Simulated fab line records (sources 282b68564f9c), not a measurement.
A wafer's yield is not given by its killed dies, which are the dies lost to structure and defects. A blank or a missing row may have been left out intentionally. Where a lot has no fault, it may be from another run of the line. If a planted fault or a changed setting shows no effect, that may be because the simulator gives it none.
Comparing a struck lot with a sound one | flow ritCmos | 23 steps out of a route of 202
Sound: these wafers, L341.1, L341.4, L341.5. Wafers L351.1, L351.4, L351.5 were the ones struck. The cause is named last.
Each step with rows lists, per side, the tool, then ch with its chambers, then its first start. Under that, the readings that differ: sound wafers | struck wafers | difference of the means | sigmas: that difference in standard deviations of wafers without a fault.
alike: readings with means less than 2 such deviations apart, plus words and numbers identical on both sides. not compared: withheld readings, readings lacking a value on some wafer, bounds such as >300 that could conceal the same value, and numbers that have no deviation in the record and whose values overlap.
A row with sigmas, a row that says differs or no value, or rows on one side alone: a step with any of these is where the two part. Numbers that don't overlap but have no deviation are shown without sigmas and don't part them. A reading that every wafer of one side lacks parts them only if that side has two wafers or more.

RIT_SDANNEAL_RS_MEAS_06: a four-point-probe measurement.
  sound: filmMetro-03 at day 4 10:29; struck: filmMetro-03 at day 6 16:01
  alike: PLDD_RS
RIT_SDANNEAL_RS_MEAS_07: a four-point-probe measurement.
  sound: filmMetro-03 at day 4 10:36; struck: filmMetro-03 at day 6 16:08
  alike: NLDD_RS
then, 1 step without rows for these wafers: RIT_SILICIDE_WET_ETCH_00 (etches SiO2 in BOE, target depth 14 nm, time 15 s).
RIT_SILICIDE_SPUTTER_01: material Ti, target thk 30 nm, time 240 s.
  sound: pvdSputter-01 at day 4 10:44; struck: pvdSputter-01 at day 6 16:16
  alike: throttleValvePct
RIT_SILICIDE_RS_MEAS_02: a four-point-probe measurement.
  sound: filmMetro-02 at day 4 10:53; struck: filmMetro-04 at day 6 16:25
  alike: SILICIDE_TI_RS
RIT_SILICIDE_THK_MEAS_03: measures by xrf.
  sound: filmMetro-02 at day 4 11:00; struck: filmMetro-04 at day 6 16:32
  alike: SILICIDE_TI_THK
RIT_SILICIDE_RTA_04: time 10 s, ramp up 5 s, ramp down 5 s.
  sound on rtpAnneal-01 ch 0, day 4 11:04; struck on rtpAnneal-01 ch 0, day 6 16:36
  alike: wafer_temp_C_max
then, 1 step without rows for these wafers: RIT_SILICIDE_WET_ETCH_05 (etches Ti in SPM, time 120 s).
RIT_SILICIDE_RTA_06: time 10 s, ramp up 5 s, ramp down 10 s.
  sound on rtpAnneal-02 ch 0, day 4 11:10; struck on rtpAnneal-02 ch 0, day 6 16:43
  alike: wafer_temp_C_max
RIT_CONTACT_CVD_00: deposits SiO2 from TEOS, target thk 400 nm, time 61 s.
  sound on pecvd-03 ch 0,1, day 4 11:14; struck on pecvd-01 ch 0,1, day 6 16:47
  alike: heaterPowerW
RIT_CONTACT_THK_MEAS_01:
  sound: filmMetro-03 at day 4 11:17; struck: filmMetro-01 at day 6 16:50
  alike: CONTACT_TEOS_THK
then, 1 step without rows for these wafers: RIT_CONTACT_HMDS_02 (prime time 60 s).
RIT_CONTACT_COAT_03: resist thk 1000 nm.
  sound on lithoTrack-04 ch 0, day 4 11:30; struck on lithoTrack-04 ch 0, day 6 17:02
reading                                     | sound          | struck            | difference | sigmas
model.NOVOLAK_of_CONTACT_COAT_03.thkNm (nm) | 1001 1001 1001 | 199.3 199.6 199.5 | -801.5     | 
then, 4 steps without rows for these wafers: RIT_CONTACT_SOFTBAKE_04 (time 60 s); RIT_CONTACT_EXPOSE_05 (exposes mask M11, target cd 1000 nm); RIT_CONTACT_PEB_06; RIT_CONTACT_DEVELOP_07 (develop time 120 s).
RIT_CONTACT_CD_MEAS_08: the cd target is 1000 nm.
  sound: cdSem-01 at day 4 12:19; struck: cdSem-02 at day 6 17:51
reading   | sound                | struck               | difference | sigmas
cdNm (nm) | 1003.4 1005.9 1004.2 | 1121.7 1121.0 1120.9 | +116.7     | +53
RIT_CONTACT_OVL_MEAS_09:
  sound: overlay-01 at day 4 12:26; struck: overlay-01 at day 6 17:58
  alike: CONTACT_OVL
then, 1 step without rows for these wafers: RIT_CONTACT_HARDBAKE_10 (time 60 s).
RIT_CONTACT_ETCH_11: etches SiO2 in CHF3/CF4/Ar, stops on TiSi2, target depth 480 nm, time 320 s.
  sound on rieDiel-01 ch 0,1, day 4 12:37; struck on rieDiel-01 ch 1,2,3, day 6 18:10
reading                                     | sound             | struck            | difference | sigmas
model.NOVOLAK_of_CONTACT_COAT_03.thkNm (nm) | 767.8 768.7 767.2 | 63.91 63.85 65.08 | -703.62    | 
model.CONTACT.cdNm (nm)                     | 1003 1006 1004    | 1121 1121 1121    | +117       | 
  alike: cf4FlowSccm, drypumpMotorCurrentA, oesProductAu, throttleValvePct
  not compared: rfHoursCounterH
RIT_CONTACT_STRIP_12: strips in O2, time 180 s.
  sound on plasmaAsher-01 ch 0,1, day 4 12:49; struck on plasmaAsher-02 ch 0,1, day 6 18:22
  alike: drypumpMotorCurrentA
  not compared: rfHoursCounterH
RIT_M1_PROBE_99:
  sound: prober-01 at day 4 17:28; struck: prober-02 at day 6 23:09
reading                                | sound             | struck            | difference | sigmas
killedAtContacts                       | 0 0 0             | 14 10 11          | +12        | +51
killedDies                             | 10 8 4            | 20 16 17          | +10        | +4
killedOnRim                            | 2 1 2             | 11 7 13           | +9         | +7
model.etest.contactToGate.bvRightV (V) | 88.54 88.71 89.36 | 59.18 60.14 61.51 | -28.59     | 
model.etest.contactToGate.bvLeftV (V)  | 88.94 90.39 89.71 | 58.54 61.23 60.64 | -29.54     | 
model.etest.contactNpoly.rcOhm         | 1.375 1.392 1.372 | 1.34 1.289 1.327  | -0.06      | 
model.etest.contactPpoly.rcOhm         | 1.386 1.325 1.354 | 1.313 1.318 1.283 | -0.050     | 
  alike: killed_at_M0_to_M3, killedAtFrontEnd, killedOpen, killedShort
  not compared: model.etest.contactPplus.rcOhm, model.etest.contactNplus.rcOhm

## WHERE THEY PART
Earliest at RIT_CONTACT_CD_MEAS_08; latest, in this record, at RIT_M1_PROBE_99.

WHY: the cause the simulator had injected
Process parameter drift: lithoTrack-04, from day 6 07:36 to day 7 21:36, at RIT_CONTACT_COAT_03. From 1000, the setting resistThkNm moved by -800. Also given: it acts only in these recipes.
